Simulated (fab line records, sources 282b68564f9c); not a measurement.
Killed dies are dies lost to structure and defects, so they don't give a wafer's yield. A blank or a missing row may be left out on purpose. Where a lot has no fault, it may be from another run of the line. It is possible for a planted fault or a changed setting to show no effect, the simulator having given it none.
fab line records	flow rit_cmos
[record] lots = 7	wafers = 21	last_day = 7
route steps=202 shown CONTACT@178 M1@184
lots untouched by any fault: they come from a run of this same line in which no faults occurred
start_h: hours from the record's first day to the start of the lot's first wafer shown	wait_h: hours from the lot's prior step to this one	" repeats the value in the row above	L1.1+2: several wafers, shown together as one row	- no value present, or no start provided	* or withheld: withheld	< > ~ a bound
route shown NAME@n: NAME is a module with steps in the file, n the number in the route of the first one	usual: average and standard deviation across the fault-free wafers	same: alike in all rows	chamber/n: place in a boat	sites: the reading at each site	_std_site: standard deviation across them	_edge_site: outer sites' mean less inner sites'	radius_mm: for every site, how far away it sits from the centre of the wafer	mask NAME#n: copy n	behind: tool/chamber where the wafer was last shaped	hold: cause of the lot's hold/its duration in hours/its outcome	device: whichever transistor did not switch (one of n, p or np)	end of line: the tests these same wafers got at the end of their route	a step with no rows: only its recipe	killed: at the first sort, the dies lost to defects and structure; wafer yield is something else	map: the dies of a wafer, with x for killed, . for not killed, _ for no die there
set.NAME: the setting as run; set.NAME@STEP: as run at that earlier step	model.NAME: the simulator's own value behind a step, which no gauge read
lots at some steps of the route; a table a step, a row a wafer
services: from which hour (start_h, from the record's first day; less than 0 if before it) a tool's chamber was out of use, for how many hours, and why
[[steps]]
[step RIT_CONTACT_HARDBAKE_10]
[recipe] resist = NOVOLAK	temp_c = 140	time_s = 60
[step RIT_CONTACT_ETCH_11]
[recipe] target_depth_a = 4800	over_etch_frac = 0.2	stop_on = TiSi2	chemistry = CHF3/CF4/Ar	target = SiO2	CHF3_flow_sccm = 50	cf4_flow_sccm = 10	Ar_flow_sccm = 100	O2_flow_sccm = 5	pressure_mtorr = 100	rf_w = 200	time_s = 320
[usual] CHF3_flow_sccm = 49.98/0.15	O2_flow_sccm = 5.001/0.014	drypump_motor_current_A = 5.8/0.54	oes_product_au = 0.991/0.012	throttle_valve_pct = 8.92/0.087
lot.wafer	tool	chamber	start_h	wait_h	CHF3_flow_sccm	O2_flow_sccm	drypump_motor_current_A	oes_product_au	rf_hours_counter_h	throttle_valve_pct
L637.4	rie_diel-03	0	99.71	0.1	50.09	5.032	4.8	1.008	14	8.92
L637.5	"	2	"	"	50.06	5.021	6.5	0.991	-	9.06
L637.6	"	3	"	"	49.98	4.980	5.4	0.989	-	8.92
L639.1	rie_diel-03	3	105.19	0.1	49.85	4.973	5.5	1.000	155	8.94
L639.2	"	0	"	"	49.83	4.988	4.8	1.000	14	8.92
L639.4	"	2	"	"	50.00	5.022	6.6	0.980	134	9.07
L644.3	rie_diel-03	0	129.81	0.1	49.99	5.005	4.8	0.998	14	8.90
L644.4	"	2	"	"	50.12	5.010	6.6	0.980	-	9.04
L644.6	"	1	"	"	50.25	5.006	5.6	1.008	-	8.82
L647.2	rie_diel-03	2	142.32	0.1	50.14	5.003	6.6	0.981	135	9.05
L647.4	"	3	"	"	50.01	5.018	5.5	0.992	0	8.92
L647.5	"	0	"	"	49.93	5.026	4.8	1.004	-	8.93
L649.1	rie_diel-03	2	149.62	0.1	50.07	5.003	6.5	0.977	135	9.05
L649.4	"	0	"	"	49.77	4.981	4.8	1.003	15	8.93
L649.6	"	0	"	"	49.88	4.998	4.8	0.996	-	8.93
L650.1	rie_diel-01	3	156.81	0.1	49.98	5.004	5.2	0.994	139	8.81
L650.4	"	1	"	"	49.96	5.012	5.6	0.996	4	9.06
L650.5	"	1	"	"	49.87	4.996	5.6	0.999	-	9.06
L651.3	rie_diel-03	0	161.57	0.1	50.01	4.976	4.8	0.991	15	8.92
L651.5	"	1	"	"	49.96	4.981	5.6	1.006	-	8.82
L651.6	"	0	"	"	50.08	5.002	4.8	1.010	-	8.90
[step RIT_CONTACT_STRIP_12]
[recipe] chemistry = O2	time_s = 180	resist = NOVOLAK	platen_temp_c = withheld	power_w = 500	pressure_mtorr = 4000	o2_flow_sccm = 4000
[usual] drypump_motor_current_A = 5.75/0.071
lot.wafer	tool	chamber	start_h	wait_h	drypump_motor_current_A	rf_hours_counter_h
L637.4	plasma_asher-01	0	99.96	0.2	5.79	-
L637.5	"	0	"	"	5.81	-
L637.6	"	1	"	"	5.77	-
L639.1	plasma_asher-03	0	105.38	0.1	5.77	47
L639.2	"	1	"	"	5.65	47
L639.4	"	0	"	"	5.77	-
L644.3	plasma_asher-03	1	130.06	0.2	5.66	-
L644.4	"	0	"	"	5.78	-
L644.6	"	1	"	"	5.65	-
L647.2	plasma_asher-03	1	142.51	0.1	5.64	51
L647.4	"	0	"	"	5.76	-
L647.5	"	1	"	"	5.64	-
L649.1	plasma_asher-02	0	149.81	0.1	5.69	3
L649.4	"	1	"	"	5.89	-
L649.6	"	0	"	"	5.65	-
L650.1	plasma_asher-03	0	157.01	0.1	5.76	53
L650.4	"	1	"	"	5.63	-
L650.5	"	0	"	"	5.77	-
L651.3	plasma_asher-03	1	161.82	0.2	5.64	-
L651.5	"	0	"	"	5.76	-
L651.6	"	1	"	"	5.65	-
[step RIT_CONTACT_CD_MEAS_90]
[recipe] target_cd_nm = 1000
[usual] cd_nm = 1000.8/2.3
lot.wafer	tool	chamber	start_h	wait_h	cd_nm
L637.4	cd_sem-02	-	100.14	0.1	1000.6
L637.5	"	-	"	"	1001.2
L637.6	"	-	"	"	1001.0
L639.1	cd_sem-01	-	105.56	0.1	1003.0
L639.2	"	-	"	"	1001.9
L639.4	"	-	"	"	1000.3
L644.3	cd_sem-02	-	130.22	0.1	997.8
L644.4	"	-	"	"	997.6
L644.6	"	-	"	"	996.2
L647.2	cd_sem-02	-	142.71	0.1	1002.6
L647.4	"	-	"	"	1000.5
L647.5	"	-	"	"	998.4
L649.1	cd_sem-02	-	150.01	0.1	1000.7
L649.4	"	-	"	"	999.3
L649.6	"	-	"	"	999.6
L650.1	cd_sem-01	-	157.18	0.1	1000.0
L650.4	"	-	"	"	997.5
L650.5	"	-	"	"	999.6
L651.3	cd_sem-01	-	161.98	0.1	999.3
L651.5	"	-	"	"	1001.3
L651.6	"	-	"	"	999.1
[step RIT_CONTACT_CLEAN_13]
[recipe] chemistry = SC1	mix = 3:3:50	time_s = 600	temp_c = 75
[step RIT_CONTACT_CLEAN_14]
[recipe] chemistry = SC2	mix = 3:3:50	time_s = 600	temp_c = 75	dry = n2_spin
[step RIT_M1_SPUTTER_00]
[recipe] material = Al	target_thk_nm = 400	power_w = 2000	chamber_pressure_pa = 0.4	gas = Ar	time_s = 500	substrate_temp_c = 25
[usual] cathode_dc_power_W = 2000.0/0.37	chamber_pressure_pa = 0.4001/0.00076	throttle_valve_pct = 30.4/1
lot.wafer	tool	chamber	start_h	wait_h	cathode_dc_power_W	chamber_pressure_pa	throttle_valve_pct
L637.4	pvd_sputter-02	-	100.58	0.0	1999.7	0.4000	30.6
L637.5	"	-	"	"	2000.6	0.3995	29.1
L637.6	"	-	"	"	2000.1	0.3991	29.4
L639.1	pvd_sputter-03	-	106.03	0.0	2000.0	0.3999	32.1
L639.2	"	-	"	"	1999.7	0.4009	29.4
L639.4	"	-	"	"	1999.3	0.3989	31.3
L644.3	pvd_sputter-02	-	130.67	0.0	2001.1	0.4003	29.2
L644.4	"	-	"	"	2000.3	0.4009	29.5
L644.6	"	-	"	"	2000.2	0.4001	29.5
L647.2	pvd_sputter-01	-	143.35	0.0	2000.2	0.3997	32.4
L647.4	"	-	"	"	1999.9	0.4011	30.6
L647.5	"	-	"	"	1999.5	0.3991	30.4
L649.1	pvd_sputter-01	-	150.51	0.0	2000.5	0.4004	29.7
L649.4	"	-	"	"	1999.8	0.3993	30.4
L649.6	"	-	"	"	1999.8	0.4000	32.4
L650.1	pvd_sputter-02	-	157.65	0.0	2000.1	0.4008	29.6
L650.4	"	-	"	"	1999.4	0.3992	30.9
L650.5	"	-	"	"	1999.3	0.3999	29.4
L651.3	pvd_sputter-03	-	162.41	0.0	2000.3	0.4016	30.2
L651.5	"	-	"	"	1999.8	0.3996	31.5
L651.6	"	-	"	"	1999.7	0.3996	29.4
[step RIT_M1_RS_MEAS_01]
[recipe] thk_meas_gauge = four-point-probe	reads = Al_of_M1_SPUTTER_00
[usual] M1_AL_RS = 0.0735/0.00068
lot.wafer	tool	chamber	start_h	wait_h	M1_AL_RS[ohm/sq]
L637.4	film_metro-03	-	100.93	0.2	0.0737
L637.5	"	-	"	"	0.0747
L637.6	"	-	"	"	0.0736
L639.1	film_metro-04	-	106.32	0.1	0.0734
L639.2	"	-	"	"	0.0742
L639.4	"	-	"	"	0.0739
L644.3	film_metro-04	-	131.00	0.2	0.0729
L644.4	"	-	"	"	0.0733
L644.6	"	-	"	"	0.0724
L647.2	film_metro-04	-	143.66	0.2	0.0731
L647.4	"	-	"	"	0.0736
L647.5	"	-	"	"	0.0730
L649.1	film_metro-02	-	150.80	0.1	0.0736
L649.4	"	-	"	"	0.0729
L649.6	"	-	"	"	0.0729
L650.1	film_metro-03	-	157.95	0.1	0.0733
L650.4	"	-	"	"	0.0726
L650.5	"	-	"	"	0.0729
L651.3	film_metro-02	-	162.74	0.2	0.0732
L651.5	"	-	"	"	0.0735
L651.6	"	-	"	"	0.0741
[step RIT_M1_THK_MEAS_02]
[recipe] thk_meas_gauge = xrf	reads = Al_of_M1_SPUTTER_00
[usual] M1_AL_THK = 398/4.3
lot.wafer	tool	chamber	start_h	wait_h	M1_AL_THK[nm]
L637.4	film_metro-03	-	101.02	0.1	397
L637.5	"	-	"	"	396
L637.6	"	-	"	"	398
L639.1	film_metro-04	-	106.44	0.1	398
L639.2	"	-	"	"	394
L639.4	"	-	"	"	395
L644.3	film_metro-04	-	131.10	0.1	398
L644.4	"	-	"	"	397
L644.6	"	-	"	"	401
L647.2	film_metro-04	-	143.77	0.1	398
L647.4	"	-	"	"	397
L647.5	"	-	"	"	401
L649.1	film_metro-02	-	150.92	0.1	399
L649.4	"	-	"	"	401
L649.6	"	-	"	"	403
L650.1	film_metro-03	-	158.07	0.1	401
L650.4	"	-	"	"	406
L650.5	"	-	"	"	403
L651.3	film_metro-02	-	162.84	0.1	401
L651.5	"	-	"	"	400
L651.6	"	-	"	"	397
[step RIT_M1_HMDS_03]
[recipe] prime_time_s = 60	prime_temp_c = 140
[step RIT_M1_COAT_04]
[recipe] resist = NOVOLAK	spin_rpm = 2000	resist_thk_nm = 1300
[step RIT_M1_SOFTBAKE_05]
[recipe] resist = NOVOLAK	temp_c = 90	time_s = 60
[step RIT_M1_EXPOSE_06]
[recipe] mask_id = M12	na = 0.6	source_shape = conventional	sigma_outer = 0.5	target_cd_nm = 2600	dose_mj = 250
[usual] exposure_dose_mJ_cm2 = 249.88/0.25
lot.wafer	tool	chamber	start_h	wait_h	mask	exposure_dose_mJ_cm2
L637.4	iline_stepper-02	0	101.74	0.2	M12#0	249.45
L637.5	"	0	"	"	M12#0	249.80
L637.6	"	0	"	"	M12#0	250.07
L639.1	iline_stepper-02	0	107.07	0.2	M12#0	250.00
L639.2	"	0	"	"	M12#0	250.12
L639.4	"	0	"	"	M12#0	250.13
L644.3	iline_stepper-01	0	131.73	0.1	M12#0	249.61
L644.4	"	0	"	"	M12#0	249.36
L644.6	"	0	"	"	M12#0	249.88
L647.2	iline_stepper-01	0	144.42	0.2	M12#0	233.54
L647.4	"	0	"	"	M12#0	233.22
L647.5	"	0	"	"	M12#0	233.52
L649.1	iline_stepper-01	0	151.56	0.2	M12#0	236.85
L649.4	"	0	"	"	M12#0	236.76
L649.6	"	0	"	"	M12#0	236.56
L650.1	iline_stepper-01	0	158.58	0.1	M12#0	238.98
L650.4	"	0	"	"	M12#0	239.19
L650.5	"	0	"	"	M12#0	238.93
L651.3	iline_stepper-02	0	163.49	0.2	M12#0	249.57
L651.5	"	0	"	"	M12#0	249.46
L651.6	"	0	"	"	M12#0	249.71
[step RIT_M1_PEB_07]
[recipe] resist = NOVOLAK	temp_c = withheld	time_s = withheld
[step RIT_M1_DEVELOP_08]
[recipe] resist = NOVOLAK	develop_time_s = 68	dev_temp_c = 23
[step RIT_M1_CD_MEAS_09]
[recipe] target_cd_nm = 2600
[usual] cd_nm = 2600.5/2.1
lot.wafer	tool	chamber	start_h	wait_h	cd_nm
L637.4	cd_sem-02	-	102.17	-	2603.2
L637.5	"	-	"	"	2602.9
L637.6	"	-	"	"	2604.3
L639.1	cd_sem-02	-	107.50	-	2598.9
L639.2	"	-	"	"	2598.7
L639.4	"	-	"	"	2600.6
L644.3	cd_sem-02	-	132.30	-	2599.9
L644.4	"	-	"	"	2596.0
L644.6	"	-	"	"	2598.0
L647.2	cd_sem-02	-	144.85	-	2622.6
L647.4	"	-	"	"	2620.6
L647.5	"	-	"	"	2620.3
L649.1	cd_sem-02	-	152.09	-	2615.5
L649.4	"	-	"	"	2615.4
L649.6	"	-	"	"	2614.5
L650.1	cd_sem-02	-	159.01	-	2611.1
L650.4	"	-	"	"	2612.9
L650.5	"	-	"	"	2609.9
L651.3	cd_sem-01	-	163.93	-	2597.7
L651.5	"	-	"	"	2598.5
L651.6	"	-	"	"	2598.6
[step RIT_M1_OVL_MEAS_10]
[usual] M1_OVL = -0.1/1.4
lot.wafer	tool	chamber	start_h	wait_h	M1_OVL[nm]
L637.4	overlay-02	-	102.25	0.1	0.9
L637.5	"	-	"	"	0.9
L637.6	"	-	"	"	2.4
L639.1	overlay-01	-	107.62	0.1	2.6
L639.2	"	-	"	"	2.6
L639.4	"	-	"	"	2.0
L644.3	overlay-01	-	132.40	0.1	-0.4
L644.4	"	-	"	"	-0.2
L644.6	"	-	"	"	-1.1
L647.2	overlay-02	-	144.95	0.1	-0.3
L647.4	"	-	"	"	-1.1
L647.5	"	-	"	"	-0.5
L649.1	overlay-02	-	152.21	0.1	0.1
L649.4	"	-	"	"	-0.2
L649.6	"	-	"	"	-0.1
L650.1	overlay-01	-	159.13	0.1	0.2
L650.4	"	-	"	"	-0.6
L650.5	"	-	"	"	-1.1
L651.3	overlay-02	-	164.02	0.1	-1.7
L651.5	"	-	"	"	-3.0
L651.6	"	-	"	"	-2.5
[step RIT_M1_HARDBAKE_11]
[recipe] resist = NOVOLAK	temp_c = 140	time_s = 120
[step RIT_M1_METAL_ETCH_12]
[recipe] stop_on = SiO2	chemistry = Cl2/BCl3	target = Al	time_s = 165	over_etch_frac = 0.5	pressure_mtorr = 100	target_depth_a = 6000	rf_w = 250	Cl2_flow_sccm = 60	bcl3_flow_sccm = 50
[usual] drypump_motor_current_A = 5.6/0.49	he_backside_leak_sccm = 3.35/0.27	oes_product_au = 0.776/0.01	throttle_valve_pct = 8.25/0.088
lot.wafer	tool	chamber	start_h	wait_h	drypump_motor_current_A	he_backside_leak_sccm	oes_product_au	rf_hours_counter_h	throttle_valve_pct	model.M1.cd_nm
L637.4	rie_metal-04	1	102.57	0.1	6.0	3.08	0.772	-	8.39	2599
L637.5	"	0	"	"	5.2	3.14	0.767	-	8.23	2603
L637.6	"	1	"	"	6.0	3.16	0.779	-	8.37	2601
L639.1	rie_metal-01	1	107.91	0.2	6.2	3.67	0.766	1	8.09	2598
L639.2	"	0	"	"	5.5	3.19	0.771	1	8.27	2597
L639.4	"	0	"	"	5.5	3.24	0.775	-	8.25	2600
L644.3	rie_metal-02	0	132.72	0.2	4.9	3.65	0.788	-	8.34	2598
L644.4	"	1	"	"	6.2	3.63	0.793	-	8.24	2597
L644.6	"	0	"	"	4.9	3.43	0.782	-	8.33	2597
L647.2	rie_metal-04	1	145.23	0.2	6.0	2.98	0.772	3	8.37	2619
L647.4	"	0	"	"	5.2	3.05	0.767	-	8.24	2620
L647.5	"	1	"	"	6.0	3.01	0.773	-	8.37	2617
L649.1	rie_metal-04	0	152.50	0.2	5.2	3.12	0.776	7	8.24	2615
L649.4	"	0	"	"	5.2	2.98	0.776	-	8.24	2614
L649.6	"	1	"	"	6.0	3.20	0.763	-	8.37	2613
L650.1	rie_metal-02	1	159.41	0.2	6.2	3.44	0.775	0	8.26	2610
L650.4	"	1	"	"	6.1	3.87	0.787	-	8.23	2612
L650.5	"	1	"	"	6.2	3.66	0.782	-	8.24	-
L651.3	rie_metal-01	1	164.35	0.2	6.2	3.49	0.775	-	8.10	2598
L651.5	"	0	"	"	5.4	3.42	0.783	-	8.26	2599
L651.6	"	1	"	"	6.2	3.55	0.758	-	8.10	2600
[step RIT_M1_STRIP_13]
[recipe] chemistry = nmp	resist = NOVOLAK	temp_c = 80	time_s = 600	dry = n2_spin
[step RIT_M1_PROBE_99]
[usual] defect_limited_yield = 97.4/1.2	killed_at_contacts = 0.1/0.36	killed_at_front_end = 7/3.1	killed_dies = 7/3.1	killed_open = 3.6/2.1	killed_short = 3.2/1.9	sort_bin_3_pad_short = 0.1/0.23	sort_bin_5_function = 1.4/0.77	sort_bin_6_memory = 1.0/0.68	sort_n_pass = 257/3.1	sort_yield_pct = 97.4/1.2
[same] gross_dies = 264	killed_at_M0_to_M3 = 0	killed_at_M4_up = 0	killed_at_back_side = 0	killed_at_other = 0
lot.wafer	tool	chamber	start_h	wait_h	defect_limited_yield[%]	killed_at_contacts	killed_at_front_end	killed_dies	killed_open	killed_short	sort_bin_3_pad_short[%]	sort_bin_5_function[%]	sort_bin_6_memory[%]	sort_n_pass	sort_yield_pct[%]	model.etest.m1.width_nm
L637.4	prober-02	-	104.92	0.2	97.7	0	6	6	4	2	0	1.9	0.4	258	97.7	2598
L637.5	prober-02	-	104.97	0.2	97.0	0	8	8	4	4	0.4	1.5	1.1	256	97.0	2609
L637.6	prober-02	-	105.02	0.2	97.0	0	8	8	7	1	0	2.3	0.8	256	97.0	2602
L639.1	prober-02	-	110.16	0.1	98.5	0	4	4	1	3	0.4	0.8	0.4	260	98.5	2594
L639.2	prober-02	-	110.21	0.1	98.1	1	4	5	2	3	0	0.8	1.1	259	98.1	2597
L639.4	prober-02	-	110.31	0.2	98.1	0	5	5	2	3	0	1.5	0.4	259	98.1	2604
L644.3	prober-01	-	135.02	0.2	97.0	1	7	8	5	3	0.4	0.8	1.9	256	97.0	2598
L644.4	prober-01	-	135.07	0.2	100.0	0	0	0	0	0	0	0	0	264	100.0	2599
L644.6	prober-01	-	135.17	0.2	97.7	0	6	6	5	1	0.4	1.9	0	258	97.7	2606
L647.2	prober-02	-	147.60	0.1	98.9	0	3	3	3	0	0	0.4	0.8	261	98.9	2620
L647.4	prober-02	-	147.70	0.2	98.5	0	4	4	2	2	0	0.8	0.8	260	98.5	2625
L647.5	prober-02	-	147.75	0.2	97.0	0	8	8	1	7	0.4	2.3	0.4	256	97.0	2614
L649.1	prober-02	-	154.75	0.1	96.2	0	10	10	5	5	0	2.3	1.5	254	96.2	2617
L649.4	prober-02	-	154.90	0.2	96.6	0	9	9	4	5	0	1.5	1.9	255	96.6	2610
L649.6	prober-02	-	155.00	0.2	97.3	0	7	7	0	7	0.4	1.1	1.1	257	97.3	2614
L650.1	prober-01	-	161.71	0.1	98.1	0	5	5	4	1	0.4	0.4	1.1	259	98.1	2611
L650.4	prober-01	-	161.86	0.2	95.8	0	11	11	3	8	0.4	1.5	2.3	253	95.8	2611
L650.5	prober-01	-	161.91	0.2	97.0	0	8	8	3	5	0.8	1.9	0.4	256	97.0	2617
L651.3	prober-02	-	166.64	0.2	97.3	0	7	7	4	3	0	1.9	0.8	257	97.3	2593
L651.5	prober-02	-	166.74	0.2	98.1	1	4	5	2	3	0	1.5	0.4	259	98.1	2596
L651.6	prober-02	-	166.79	0.2	99.2	0	2	2	1	1	0	0	0.8	262	99.2	2605
// killed by level:class
L637.4 SPACER:geometric_particle:open=2 GATE:geometric_particle:short=1 GATE:geometric_particle:open=1 REOX:geometric_particle:open=1 SPACER:geometric_particle:short=1
L637.5 GATE:geometric_particle:open=2 SILICIDE:geometric_particle:short=2 GATE:geometric_particle:short=1 REOX:geometric_particle:short=1 REOX:geometric_particle:open=1 SPACER:geometric_particle:open=1
L637.6 FOX2:geometric_particle:open=3 GATE:geometric_particle:open=2 REOX:geometric_particle:open=1 SPACER:geometric_particle:short=1 SILICIDE:geometric_particle:open=1
L639.1 SPACER:geometric_particle:short=2 GATE:geometric_particle:short=1 GATE:geometric_particle:open=1
L639.2 FOX1:geometric_particle:short=1 FOX2:geometric_particle:open=1 FOX2:geometric_particle:short=1 GATE:geometric_particle:open=1 CONTACT:geometric_particle:short=1
L639.4 FOX1:geometric_particle:open=1 FOX2:geometric_particle:open=1 FOX2:geometric_particle:short=1 REOX:geometric_particle:short=1 SILICIDE:geometric_particle:short=1
L644.3 SPACER:geometric_particle:open=2 FOX1:geometric_particle:short=1 FOX2:geometric_particle:open=1 GATE:geometric_particle:short=1 CONTACT:geometric_particle:open=1 REOX:geometric_particle:open=1 SPACER:geometric_particle:short=1
L644.6 GATE:geometric_particle:open=3 FOX1:geometric_particle:open=1 FOX2:geometric_particle:open=1 SPACER:geometric_particle:short=1
L647.2 FOX1:geometric_particle:open=2 SPACER:geometric_particle:open=1
L647.4 FOX2:geometric_particle:open=1 GATE:geometric_particle:short=1 GATE:geometric_particle:open=1 REOX:geometric_particle:short=1
L647.5 GATE:geometric_particle:short=3 FOX1:geometric_particle:short=2 FOX1:geometric_particle:open=1 FOX2:geometric_particle:short=1 SILICIDE:geometric_particle:short=1
L649.1 GATE:geometric_particle:short=3 GATE:geometric_particle:open=3 SILICIDE:geometric_particle:open=2 FOX2:geometric_particle:short=1 SPACER:geometric_particle:short=1
L649.4 REOX:geometric_particle:open=2 SILICIDE:geometric_particle:short=2 FOX1:geometric_particle:short=1 FOX2:geometric_particle:open=1 GATE:geometric_particle:short=1 GATE:geometric_particle:open=1 REOX:geometric_particle:short=1
L649.6 GATE:geometric_particle:short=3 REOX:geometric_particle:short=3 SILICIDE:geometric_particle:short=1
L650.1 FOX2:geometric_particle:open=1 FOX2:geometric_particle:short=1 GATE:geometric_particle:open=1 REOX:geometric_particle:open=1 SPACER:geometric_particle:open=1
L650.4 GATE:geometric_particle:short=3 FOX2:geometric_particle:short=2 GATE:geometric_particle:open=2 REOX:geometric_particle:short=2 SILICIDE:geometric_particle:short=1 SILICIDE:geometric_particle:open=1
L650.5 GATE:geometric_particle:short=3 FOX1:geometric_particle:open=1 GATE:geometric_particle:open=1 REOX:geometric_particle:short=1 SILICIDE:geometric_particle:short=1 SILICIDE:geometric_particle:open=1
L651.3 FOX1:geometric_particle:open=3 FOX1:geometric_particle:short=2 SPACER:geometric_particle:open=1 SPACER:geometric_particle:short=1
L651.5 GATE:geometric_particle:open=1 GATE:geometric_particle:short=1 REOX:geometric_particle:short=1 SILICIDE:geometric_particle:short=1 CONTACT:geometric_particle:open=1
L651.6 FOX1:geometric_particle:open=1 FOX1:geometric_particle:short=1
[[services]]
tool	chamber	start_h	hours	kind
pvd_sputter-02	-	80.52	10.1	repair
rie_diel-01	0	81.73	-	clean
rie_diel-01	0	81.73	23.5	scheduled_down
rie_diel-01	0	81.73	23.5	vent_cycle
rie_diel-03	3	82.60	8.4	repair
pvd_sputter-02	-	97.49	1.1	repair
plasma_asher-02	-	108.75	9.0	pm
plasma_asher-02	0	108.75	9.0	vent_cycle
plasma_asher-02	1	108.75	9.0	vent_cycle
plasma_asher-02	0	117.75	-	clean
plasma_asher-02	1	117.75	-	clean
rie_metal-01	-	117.87	2.8	pm
pvd_sputter-01	-	119.25	3.4	repair
rie_diel-03	3	124.29	-	clean
rie_diel-03	3	124.29	15.5	scheduled_down
rie_diel-03	3	124.29	15.5	vent_cycle
iline_stepper-01	0	134.98	-	calibration
rie_metal-02	-	136.12	20.0	pm
rie_metal-02	0	136.12	20.0	vent_cycle
rie_metal-02	1	136.12	20.0	vent_cycle
pvd_sputter-02	-	138.76	6.1	repair
rie_diel-01	-	140.59	1.0	repair
rie_metal-02	0	156.12	-	clean
rie_metal-02	1	156.12	-	clean
[[key]]
[first_sign] step = RIT_M1_EXPOSE_06	reading = exposure_dose_mJ_cm2	direction = down	sigmas = 54	usual = 249.88	struck = 236.40
[effect] step = RIT_M1_CD_MEAS_09	reading = cd_nm	direction = up	sigmas = 7.4	usual = 2600.5	struck = 2615.9	through = control_loop
[model_effect] step = RIT_M1_METAL_ETCH_12	value = M1.cd_nm	without = 2599	struck = 2615
[model_effect] step = RIT_M1_PROBE_99	value = etest.m1.width_nm	without = 2600	struck = 2615
met_at RIT_M1_EXPOSE_06
struck_wafers L647.2,L647.4,L647.5,L649.1,L649.4,L649.6,L650.1,L650.4,L650.5
[loop_trim] step = RIT_M1_EXPOSE_06	setting = dose	lots = L649,L650
onset_between 131.73 144.42
[fault] kind = process_parameter_drift	tool = iline_stepper-01	chamber = -	onset_h = 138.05	steps = RIT_M1_EXPOSE_06	channel = dose_mj	offset = -16.662	shape = step	acts_in = these_recipes_only	stated = 250
// loop_trim: a control loop set the setting to another value than it would have without faults
